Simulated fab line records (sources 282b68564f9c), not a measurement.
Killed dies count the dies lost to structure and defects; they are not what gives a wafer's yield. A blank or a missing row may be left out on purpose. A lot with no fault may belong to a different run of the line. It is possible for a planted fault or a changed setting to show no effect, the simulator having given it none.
fab line records | flow rit_cmos
[record] lots = 6 | wafers = 18 | last_day = 7
route steps=202 shown PRETRO@69 GATE@75 FOX2@80 M1@202
lots untouched by any fault: they come from a run of this same line in which no faults occurred
start_h: start of the lot's first displayed wafer, in hours after the record's first day | wait_h: hours since the lot's step before | " identical to the entry in the row above | L1.1+2: a row that stands for several wafers | - value missing, or start not given | * or withheld: withheld | < > ~ a bound
route shown NAME@n: names a module that has steps shown in the file, with the first one's number in the route | usual: mean/standard deviation taken from wafers without a fault | same: alike in all rows | chamber/n: place in a boat | sites: each site's reading | _std_site: standard deviation across them | _edge_site: the outer-site mean with the inner-site mean subtracted | radius_mm: how far each site lies from the wafer's centre | mask NAME#n: copy n | behind: the most recent tool/chamber to have shaped the wafer | hold: cause of the lot's hold/its duration in hours/its outcome | device: the n, p or np transistor that did not switch | end of line: tests run on the same wafers once the route is complete | a step with no rows: only its recipe | killed: not the wafer's yield, but the dies lost to structure and defects at the first sort | map: per-die view of a wafer (x killed, . not killed, _ where there is no die)
set.NAME: setting as actually run; set.NAME@STEP: the setting as run at that earlier step | model.NAME: the simulator's own value behind a step, which no gauge read
lots at some steps of the route; a table a step, a row a wafer
services: when a tool's chamber went out of use (start_h, in hours from the record's first day, below 0 if earlier), for how many hours, and the reason
[[steps]]
[step RIT_PRETRO_DEVELOP_05]
[recipe] resist = NOVOLAK | develop_time_s = 68 | dev_temp_c = 23
[step RIT_PRETRO_OVL_MEAS_06]
[usual] PRETRO_OVL = 0.6/1.5
lot.wafer | tool       | chamber | start_h | wait_h | PRETRO_OVL[nm]
L504.1    | overlay-02 | -       | 39.46   | -      | 1.7
L504.3    | "          | -       | "       | "      | -0.3
L504.5    | "          | -       | "       | "      | 0.8
L511.3    | overlay-01 | -       | 65.30   | -      | 2.5
L511.4    | "          | -       | "       | "      | 1.7
L511.5    | "          | -       | "       | "      | 1.9
L521.1    | overlay-02 | -       | 115.61  | -      | 1.7
L521.2    | "          | -       | "       | "      | 1.7
L521.4    | "          | -       | "       | "      | 0.6
L522.2    | overlay-02 | -       | 120.85  | -      | 1.6
L522.5    | "          | -       | "       | "      | 0.9
L522.6    | "          | -       | "       | "      | 0.8
L523.4    | overlay-02 | -       | 125.92  | -      | 0.1
L523.5    | "          | -       | "       | "      | 2.0
L523.6    | "          | -       | "       | "      | 0.7
L527.3    | overlay-01 | -       | 146.13  | -      | 0.5
L527.5    | "          | -       | "       | "      | 1.0
L527.6    | "          | -       | "       | "      | 0.8
[step RIT_PRETRO_HARDBAKE_07]
[recipe] resist = NOVOLAK | temp_c = 140 | time_s = 120
[step RIT_PRETRO_IMPLANT_08]
[recipe] species = B | energy_kev = 45 | dose_cm2 = 1.2e+13 | tilt_deg = 7
[step RIT_PRETRO_STRIP_09]
[recipe] chemistry = O2 | time_s = 180 | resist = NOVOLAK | platen_temp_c = withheld | power_w = 500 | pressure_mtorr = 4000 | o2_flow_sccm = 4000
[usual] drypump_motor_current_A = 5.9/0.37
lot.wafer | tool            | chamber | start_h | wait_h | drypump_motor_current_A | rf_hours_counter_h
L504.1    | plasma_asher-01 | 1       | 40.25   | 0.1    | 5.5                     | 40
L504.3    | "               | 0       | "       | "      | 5.4                     | -
L504.5    | "               | 0       | "       | "      | 5.4                     | -
L511.3    | plasma_asher-02 | 0       | 65.78   | 0.1    | 6.3                     | -
L511.4    | "               | 1       | "       | "      | 6.3                     | -
L511.5    | "               | 0       | "       | "      | 6.4                     | -
L521.1    | plasma_asher-02 | 0       | 116.05  | 0.1    | 6.4                     | 46
L521.2    | "               | 1       | "       | "      | 6.3                     | 46
L521.4    | "               | 1       | "       | "      | 6.3                     | -
L522.2    | plasma_asher-02 | 1       | 121.28  | 0.1    | 6.3                     | 47
L522.5    | "               | 0       | "       | "      | 6.4                     | -
L522.6    | "               | 1       | "       | "      | 6.3                     | -
L523.4    | plasma_asher-03 | 1       | 126.40  | 0.1    | 5.7                     | -
L523.5    | "               | 1       | "       | "      | 5.7                     | -
L523.6    | "               | 0       | "       | "      | 5.7                     | -
L527.3    | plasma_asher-02 | 1       | 146.81  | 0.1    | 6.3                     | -
L527.5    | "               | 0       | "       | "      | 6.4                     | -
L527.6    | "               | 1       | "       | "      | 6.3                     | -
[step RIT_PRETRO_TW_MEAS_10]
[usual] PRETRO_TW = 472/5.8
lot.wafer | tool          | chamber | start_h | wait_h | PRETRO_TW
L504.1    | film_metro-04 | -       | 40.42   | 0.1    | 469
L504.3    | "             | -       | "       | "      | 464
L504.5    | "             | -       | "       | "      | 465
L511.3    | film_metro-02 | -       | 65.92   | 0.1    | 476
L511.4    | "             | -       | "       | "      | 475
L511.5    | "             | -       | "       | "      | 479
L521.1    | film_metro-01 | -       | 116.23  | 0.1    | 471
L521.2    | "             | -       | "       | "      | 468
L521.4    | "             | -       | "       | "      | 467
L522.2    | film_metro-04 | -       | 121.46  | 0.1    | 468
L522.5    | "             | -       | "       | "      | 468
L522.6    | "             | -       | "       | "      | 468
L523.4    | film_metro-04 | -       | 126.55  | 0.1    | 469
L523.5    | "             | -       | "       | "      | 470
L523.6    | "             | -       | "       | "      | 465
L527.3    | film_metro-02 | -       | 146.95  | 0.1    | 481
L527.5    | "             | -       | "       | "      | 482
L527.6    | "             | -       | "       | "      | 482
[step RIT_GATE_WET_ETCH_00]
[recipe] chemistry = BOE | target = SiO2 | target_depth_nm = 56 | time_s = 60 | dry = n2_spin | dilution = 10:1 | temp_c = 21.5
[step RIT_GATE_CLEAN_01]
[recipe] chemistry = SC1 | mix = 3:3:50 | time_s = 600 | temp_c = 75
[step RIT_GATE_CLEAN_02]
[recipe] chemistry = dHF | dilution = 50:1 | time_s = 30
[step RIT_GATE_CLEAN_03]
[recipe] chemistry = SC2 | mix = 3:3:50 | time_s = 600 | temp_c = 75 | dry = n2_spin
[step RIT_GATE_CLEAN_04]
[recipe] chemistry = dHF | dilution = 50:1 | time_s = 60 | dry = n2_spin
[step RIT_FOX2_THK_MEAS_91]
[recipe] reads = SiO2_of_FOX2_OXIDATION_00
[usual] FIELD_OXIDE_LEFT_2_THK = 251/6.5
lot.wafer | tool          | chamber | start_h | wait_h | FIELD_OXIDE_LEFT_2_THK[nm]
L504.1    | film_metro-04 | -       | 40.90   | 0.0    | 260
L504.3    | "             | -       | "       | "      | 260
L504.5    | "             | -       | "       | "      | 263
L511.3    | film_metro-03 | -       | 66.40   | 0.0    | 258
L511.4    | "             | -       | "       | "      | 256
L511.5    | "             | -       | "       | "      | 246
L521.1    | film_metro-04 | -       | 116.70  | 0.0    | 255
L521.2    | "             | -       | "       | "      | 249
L521.4    | "             | -       | "       | "      | 252
L522.2    | film_metro-03 | -       | 121.96  | 0.0    | 239
L522.5    | "             | -       | "       | "      | 243
L522.6    | "             | -       | "       | "      | 242
L523.4    | film_metro-01 | -       | 127.04  | 0.0    | 269
L523.5    | "             | -       | "       | "      | 264
L523.6    | "             | -       | "       | "      | 269
L527.3    | film_metro-03 | -       | 147.43  | 0.0    | 249
L527.5    | "             | -       | "       | "      | 260
L527.6    | "             | -       | "       | "      | 259
[step RIT_GATE_OXIDATION_05]
[recipe] temp_c = 900 | ambient = O2 | target_thk_a = 30 | ox_time_s = 270
[usual] ox_time_s = 270/0 | zone_power_source_pct = 26.7/2.5
lot.wafer | tool       | chamber | start_h | wait_h | ox_time_s | zone_power_source_pct | model.SiO2_of_GATE_OXIDATION_05.thk_nm
L504.1    | furnace-01 | 0       | 41.87   | 1.0    | 270       | 29.1                  | 3.036
L504.3    | "          | 0       | "       | "      | 270       | 28.7                  | 3.001
L504.5    | "          | 0       | "       | "      | 270       | 28.3                  | 3.013
L511.3    | furnace-04 | 0       | 67.32   | 0.9    | 270       | 22.7                  | 3.114
L511.4    | "          | 0       | "       | "      | 270       | 23.2                  | 3.059
L511.5    | "          | 0       | "       | "      | 270       | 22.6                  | 3.045
L521.1    | furnace-01 | 0       | 117.05  | 0.3    | 513       | 28.5                  | 4.864
L521.2    | "          | 0       | "       | "      | 513       | 28.8                  | 4.833
L521.4    | "          | 0       | "       | "      | 513       | 28.4                  | 4.848
L522.2    | furnace-01 | 0       | 122.01  | 0.0    | 513       | 28.6                  | 4.885
L522.5    | "          | 0       | "       | "      | 513       | 28.3                  | 4.858
L522.6    | "          | 0       | "       | "      | 513       | 28.6                  | 4.898
L523.4    | furnace-04 | 0       | 127.07  | 0.0    | 270       | 22.4                  | 3.042
L523.5    | "          | 0       | "       | "      | 270       | 22.9                  | 3.032
L523.6    | "          | 0       | "       | "      | 270       | 23.0                  | 3.029
L527.3    | furnace-04 | 0       | 147.47  | 0.0    | 270       | 22.7                  | 3.163
L527.5    | "          | 0       | "       | "      | 270       | 22.8                  | 3.182
L527.6    | "          | 0       | "       | "      | 270       | 22.6                  | 3.161
[step RIT_GATE_ANNEAL_06]
[recipe] temp_c = 900 | time_s = 600 | ambient = N2O
[step RIT_GATE_THK_MEAS_07]
[recipe] reads = SiO2_of_GATE_OXIDATION_05
[usual] GATE_OXIDE_THK = 3.01/0.067
lot.wafer | tool          | chamber | start_h | wait_h | GATE_OXIDE_THK[nm]
L504.1    | film_metro-03 | -       | 43.20   | 0.0    | 3.14
L504.3    | "             | -       | "       | "      | 2.98
L504.5    | "             | -       | "       | "      | 3.01
L511.3    | film_metro-04 | -       | 68.67   | 0.0    | 3.08
L511.4    | "             | -       | "       | "      | 3.00
L511.5    | "             | -       | "       | "      | 3.06
L521.1    | film_metro-03 | -       | 118.38  | 0.0    | 4.83
L521.2    | "             | -       | "       | "      | 4.84
L521.4    | "             | -       | "       | "      | 4.81
L522.2    | film_metro-03 | -       | 123.34  | 0.0    | 4.90
L522.5    | "             | -       | "       | "      | 4.87
L522.6    | "             | -       | "       | "      | 4.90
L523.4    | film_metro-04 | -       | 128.43  | 0.0    | 3.04
L523.5    | "             | -       | "       | "      | 3.05
L523.6    | "             | -       | "       | "      | 3.02
L527.3    | film_metro-04 | -       | 148.81  | 0.0    | 3.22
L527.5    | "             | -       | "       | "      | 3.15
L527.6    | "             | -       | "       | "      | 3.17
[step RIT_GATE_CVD_08]
[recipe] material = poly-Si | target_thk_nm = 250 | temp_c = 610 | precursor = SiH4 | time_s = 2220 | pressure_mtorr = 300 | sih4_flow_sccm = 100
[step RIT_M1_PROBE_99]
[usual] killed_at_front_end = 7/3.2 | killed_dies = 7/3.2 | killed_open = 3.2/2.1 | killed_short = 3.5/2.2
[same] gross_dies = 264 | killed_at_M0_to_M3 = 0 | killed_at_M4_up = 0 | killed_at_back_side = 0 | killed_at_contacts = 0 | killed_at_other = 0
lot.wafer | tool      | chamber | start_h | wait_h | killed_at_front_end | killed_dies | killed_open | killed_short | model.etest.pmos_0p3.r_on_ohm_um | model.etest.pmos_turned.r_on_ohm_um | model.etest.nmos_0p3.r_on_ohm_um | model.etest.pmos_0p15.r_on_ohm_um | model.etest.nmos_0p15.r_on_ohm_um | model.etest.nmos_0p15.drive_ua_um | model.etest.nmos_narrow.drive_ua_um | model.etest.nmos_0p3.drive_ua_um
L504.1    | prober-02 | -       | 66.14   | 0.1    | 12                  | 12          | 5           | 7            | 6426                             | 3499                                | 2163                             | 2822                              | 1121                              | 477                               | 225.2                               | 226
L504.3    | prober-02 | -       | 66.24   | 0.2    | 8                   | 8           | 3           | 5            | 6422                             | 3538                                | 2138                             | 2832                              | 1129                              | 476.3                             | 226.1                               | 229.3
L504.5    | prober-02 | -       | 66.34   | 0.2    | 12                  | 12          | 5           | 7            | 6512                             | 3615                                | 2176                             | 2904                              | 1142                              | 465.8                             | 223.5                               | 227.1
L511.3    | prober-01 | -       | 91.77   | 0.2    | 9                   | 9           | 4           | 5            | 6378                             | 3248                                | 2220                             | 2627                              | 1105                              | 469.8                             | 213                                 | 211.9
L511.4    | prober-01 | -       | 91.82   | 0.2    | 10                  | 10          | 5           | 5            | 6296                             | 3314                                | 2184                             | 2675                              | 1105                              | 462.6                             | 216.5                               | 217.7
L511.5    | prober-01 | -       | 91.87   | 0.2    | 8                   | 8           | 5           | 3            | 6180                             | 3190                                | 2171                             | 2577                              | 1106                              | 481.2                             | 223.6                               | 221.4
L521.1    | prober-01 | -       | 141.22  | 0.1    | 8                   | 8           | 3           | 5            | 9965                             | 4543                                | 3257                             | 3641                              | 1394                              | 310.1                             | 102                                 | 107.8
L521.2    | prober-01 | -       | 141.27  | 0.1    | 8                   | 8           | 4           | 4            | 9962                             | 4640                                | 3267                             | 3696                              | 1449                              | 306.3                             | 103.5                               | 108.9
L521.4    | prober-01 | -       | 141.37  | 0.2    | 9                   | 9           | 3           | 6            | 1e+04                            | 4722                                | 3277                             | 3780                              | 1446                              | 303.6                             | 103.2                               | 109.4
L522.2    | prober-02 | -       | 146.78  | 0.1    | 3                   | 3           | 2           | 1            | 1.016e+04                        | 4771                                | 3257                             | 3851                              | 1430                              | 296.5                             | 103.2                               | 106.3
L522.5    | prober-02 | -       | 146.93  | 0.2    | 7                   | 7           | 1           | 6            | 9990                             | 4598                                | 3271                             | 3709                              | 1372                              | 313                               | 105.3                               | 108
L522.6    | prober-02 | -       | 146.98  | 0.2    | 5                   | 5           | 3           | 2            | 1.009e+04                        | 4655                                | 3243                             | 3792                              | 1391                              | 308.5                             | 104                                 | 105.9
L523.4    | prober-01 | -       | 153.82  | 0.2    | 8                   | 8           | 4           | 2            | 6340                             | 3446                                | 2174                             | 2764                              | 1154                              | 468.3                             | 221.9                               | 224.2
L523.5    | prober-01 | -       | 153.87  | 0.2    | 4                   | 4           | 2           | 2            | 6482                             | 3624                                | 2233                             | 2927                              | 1206                              | 454.9                             | 217.8                               | 223
L523.6    | prober-01 | -       | 153.92  | 0.2    | 6                   | 6           | 2           | 4            | 6436                             | 3543                                | 2207                             | 2848                              | 1178                              | 460.9                             | 221.4                               | 222.7
L527.3    | prober-01 | -       | 173.70  | 0.2    | 8                   | 8           | 5           | 3            | 6606                             | 3609                                | 2218                             | 2872                              | 1155                              | 450.5                             | 214.2                               | 214.3
L527.5    | prober-01 | -       | 173.80  | 0.2    | 2                   | 2           | 0           | 2            | 6580                             | 3560                                | 2219                             | 2874                              | 1153                              | 451.1                             | 210.2                               | 215.3
L527.6    | prober-01 | -       | 173.85  | 0.2    | 4                   | 4           | 1           | 3            | 6666                             | 3648                                | 2239                             | 2913                              | 1171                              | 450.4                             | 213.2                               | 215.4
// killed by level:class
L504.1 GATE:geometric_particle:short=4 GATE:geometric_particle:open=3 SPACER:geometric_particle:short=2 REOX:geometric_particle:open=1 SILICIDE:geometric_particle:open=1 SILICIDE:geometric_particle:short=1
L504.3 FOX1:geometric_particle:short=1 FOX1:geometric_particle:open=1 GATE:geometric_particle:open=1 GATE:geometric_particle:short=1 REOX:geometric_particle:short=1 SPACER:geometric_particle:open=1 SPACER:geometric_particle:short=1 SILICIDE:geometric_particle:short=1
L504.5 GATE:geometric_particle:open=3 GATE:geometric_particle:short=3 SPACER:geometric_particle:short=3 FOX1:geometric_particle:open=1 FOX1:geometric_particle:short=1 SPACER:geometric_particle:open=1
L511.3 SPACER:geometric_particle:short=2 FOX1:geometric_particle:open=1 FOX2:geometric_particle:short=1 FOX2:geometric_particle:open=1 GATE:geometric_particle:short=1 REOX:geometric_particle:open=1 SPACER:geometric_particle:open=1 SILICIDE:geometric_particle:short=1
L511.4 GATE:geometric_particle:open=2 SILICIDE:geometric_particle:short=2 FOX1:geometric_particle:open=1 FOX2:geometric_particle:short=1 GATE:geometric_particle:short=1 REOX:geometric_particle:open=1 SPACER:geometric_particle:short=1 SILICIDE:geometric_particle:open=1
L511.5 GATE:geometric_particle:short=2 SILICIDE:geometric_particle:open=2 FOX1:geometric_particle:open=1 FOX2:geometric_particle:short=1 GATE:geometric_particle:open=1 REOX:geometric_particle:open=1
L521.1 GATE:geometric_particle:short=2 GATE:geometric_particle:open=2 FOX1:geometric_particle:short=1 FOX2:geometric_particle:short=1 REOX:geometric_particle:short=1 SPACER:geometric_particle:open=1
L521.2 GATE:geometric_particle:short=3 FOX2:geometric_particle:open=1 GATE:geometric_particle:open=1 SPACER:geometric_particle:open=1 SPACER:geometric_particle:short=1 SILICIDE:geometric_particle:open=1
L521.4 GATE:geometric_particle:short=4 GATE:geometric_particle:open=2 FOX2:geometric_particle:short=1 FOX2:geometric_particle:open=1 SILICIDE:geometric_particle:short=1
L522.2 FOX2:geometric_particle:short=1 FOX2:geometric_particle:open=1 GATE:geometric_particle:open=1
L522.5 GATE:geometric_particle:short=3 SILICIDE:geometric_particle:short=2 FOX2:geometric_particle:open=1 FOX2:geometric_particle:short=1
L522.6 FOX1:geometric_particle:open=1 FOX1:geometric_particle:short=1 GATE:geometric_particle:short=1 GATE:geometric_particle:open=1 SILICIDE:geometric_particle:open=1
L523.4 FOX2:geometric_particle:open=2 GATE:geometric_particle:short=2 SPACER:geometric_particle:open=2 PRETRO:coat_microbubble_printed=2
L523.5 REOX:geometric_particle:open=2 REOX:geometric_particle:short=2
L523.6 GATE:geometric_particle:short=2 REOX:geometric_particle:short=2 REOX:geometric_particle:open=1 SPACER:geometric_particle:open=1
L527.3 GATE:geometric_particle:short=2 REOX:geometric_particle:open=2 SPACER:geometric_particle:open=2 GATE:geometric_particle:open=1 SILICIDE:geometric_particle:short=1
L527.5 GATE:geometric_particle:short=2
L527.6 GATE:geometric_particle:short=2 GATE:geometric_particle:open=1 REOX:geometric_particle:short=1
[[services]]
tool            | chamber | start_h | hours | kind
plasma_asher-01 | -       | 21.02   | 1.2   | repair
furnace-04      | -       | 62.22   | 2.5   | pm
plasma_asher-01 | -       | 106.44  | 15.6  | pm
furnace-01      | -       | 131.83  | 3.2   | pm
plasma_asher-01 | -       | 131.99  | 10.1  | repair
[[key]]
[first_sign] step = RIT_GATE_OXIDATION_05 | reading = ox_time_s | direction = up | sigmas = 99+ | usual = * | struck = *
[effect] step = RIT_GATE_THK_MEAS_07 | reading = GATE_OXIDE_THK | direction = up | sigmas = 28 | usual = 3.01 | struck = 4.86
[model_effect] step = RIT_GATE_OXIDATION_05 | value = SiO2_of_GATE_OXIDATION_05.thk_nm | without = 3.004 | struck = 4.864
[model_effect] step = RIT_M1_PROBE_99 | value = etest.pmos_0p3.r_on_ohm_um | without = 6346 | struck = 1.003e+04
met_at RIT_GATE_OXIDATION_05
struck_wafers L521.1,L521.2,L521.4,L522.2,L522.5,L522.6
tester_left_out L521,L522
onset_between 41.87 117.05
[fault] kind = process_parameter_drift | tool = furnace-01 | chamber = - | onset_h = 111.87 | steps = RIT_GATE_OXIDATION_05 | channel = ox_time_s | offset = * | shape = step | end_h = 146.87 | acts_in = * | stated = *
// tester_left_out: of these lots the tester's yield and bins aren't shown, on N5 and GAA mostly nor the transistor test; their killed dies are dies lost to structure and defects alone, not to doping, threshold or leakage, so they don't give the yield
